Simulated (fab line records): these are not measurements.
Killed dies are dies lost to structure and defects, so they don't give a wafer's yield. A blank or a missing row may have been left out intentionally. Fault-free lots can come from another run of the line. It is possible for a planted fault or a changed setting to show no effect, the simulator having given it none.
Split-lot study	flow berkeleyCmos170	route with 331 steps; 5 lots, 23 wafers read

ON THE SPLIT
At UCB170_M1_SPUTTER_00 (material Al, target thk 600 nm, time 80 s), the setting powerW was moved away from the recipe's 6000 W on 7 of the 23 wafers read, by -7.6% to +10.5%. For the rest of the wafers, this setting stayed at what the recipe calls for.

FROM THE SPLIT TO THE READING: what the file shows between them, 3 steps
- UCB170_M1_RS_MEAS_01: measures by four-point-probe
- UCB170_M1_THK_MEAS_02: measures by xrf
- UCB170_M1_ETCH_11: etches BARC in N2/H2 (also split here: pressureMtorr)

THE READING
oesProductAu, in a.u., at UCB170_M1_METAL_ETCH_12 (etches Al in Cl2/BCl3, stops on PSG, target depth 780 nm, time 130 s). Typical for fault-free wafers on this fab line: 0.846 a.u., with standard deviation 0.012 a.u.

wafer	tool, chamber at the split	powerW as run, W	against the recipe	oesProductAu, a.u.	against lot-mates on the recipe
L074.1	pvdSputter-02, -	6000	recipe	0.861	-
L074.2	pvdSputter-02, -	6000	recipe	0.866	-
L074.6	pvdSputter-02, -	6000	recipe	0.848	-
L076.2	pvdSputter-04, -	6000	recipe	0.841	-
L076.3	pvdSputter-04, -	6000	recipe	0.843	-
L076.4	pvdSputter-04, -	6000	recipe	0.850	-
L076.5	pvdSputter-04, -	6000	recipe	0.849	-
L076.6	pvdSputter-04, -	6000	recipe	0.835	-
L078.1	pvdSputter-02, -	6000	recipe	0.854	-
L078.2	pvdSputter-02, -	6523	+8.7%	0.868	+0.020
L078.4	pvdSputter-02, -	6523	+8.7%	0.860	+0.012
L078.5	pvdSputter-02, -	6000	recipe	0.833	-
L078.6	pvdSputter-02, -	6000	recipe	0.856	-
L082.1	pvdSputter-02, -	6000	recipe	0.848	-
L082.3	pvdSputter-02, -	5546	-7.6%	0.819	-0.034
L082.4	pvdSputter-02, -	6000	recipe	0.855	-
L082.5	pvdSputter-02, -	5546	-7.6%	0.825	-0.028
L082.6	pvdSputter-02, -	6000	recipe	0.856	-
L083.1	pvdSputter-04, -	6633	+10.5%	0.886	+0.051
L083.2	pvdSputter-04, -	6000	recipe	0.827	-
L083.4	pvdSputter-04, -	6633	+10.5%	0.885	+0.050
L083.5	pvdSputter-04, -	6000	recipe	0.842	-
L083.6	pvdSputter-04, -	6633	+10.5%	0.883	+0.048

THE FIT
A straight line over all 23 wafers: oesProductAu changes by +0.0031 a.u. for each +1% of powerW; r = +0.85; the points scatter about the line by 0.0098 a.u.
The same after taking each lot's own level away (the mean of its wafers on the recipe; 23 wafers): +0.00393 a.u. for each +1%; r = +0.91; scatter 0.0091 a.u.
According to that fit, moving powerW by its largest amount changes the reading by 0.041 a.u.
Across the lots, their own levels run from 0.8345 to 0.8583 a.u., a range of 2.0 times the standard deviation given above.
So the slope is not independent of the lot-to-lot level: the two fits are not the same.
Check: with one of the wafers moved furthest among these (+10.5%) left out of the fit, the line predicts +0.0384 a.u. for it against its lot-mates. Against them it came out at +0.0515 a.u.

THESE WAFERS: OTHER SPLITS
Other splits were also applied to these wafers ahead of the reading. Each is held against what the fit with the lots' levels taken away leaves over:
other split on the same wafers	wafers away from the commonest value	r with oesProductAu (lot level and that fit taken away)
UCB170_GATE_OXIDATION_01 tempC	15	-0.05
UCB170_PLDD_COAT_01 resistThkNm	8	+0.23
UCB170_NLDD_IMPLANT_09 doseCm2	8	-0.01
UCB170_BACKSIDE_SOFTBAKE_02 timeS	9	-0.08
UCB170_CONTACT_CVD_01 pressureMtorr	15	+0.09
UCB170_M1_ETCH_11 pressureMtorr	18	+0.01

THE WHOLE CHAIN: every reading that the file lists as answering this split, in the file's order
step	what it does	reading	change (the file's fit)	r (the file's)
UCB170_M1_SPUTTER_00	material Al, target thk 600 nm, time 80 s	Al_of_M1_SPUTTER_00.thkNm (the simulator's own value, which no gauge read)	+5.86 nm for each +1% of the setting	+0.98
UCB170_M1_RS_MEAS_01	measures by four-point-probe	M1_AL_RS	-0.000458 for each +1% of the setting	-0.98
UCB170_M1_THK_MEAS_02	measures by xrf	M1_AL_THK	+5.76 for each +1% of the setting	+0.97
UCB170_M1_METAL_ETCH_12	etches Al in Cl2/BCl3, stops on PSG, target depth 780 nm, time 130 s	oesProductAu	+0.00373 a.u. for each +1% of the setting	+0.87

THE FILE'S OWN FIT
oesProductAu changes by +0.00373 a.u. for each +1% of powerW, r = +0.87.
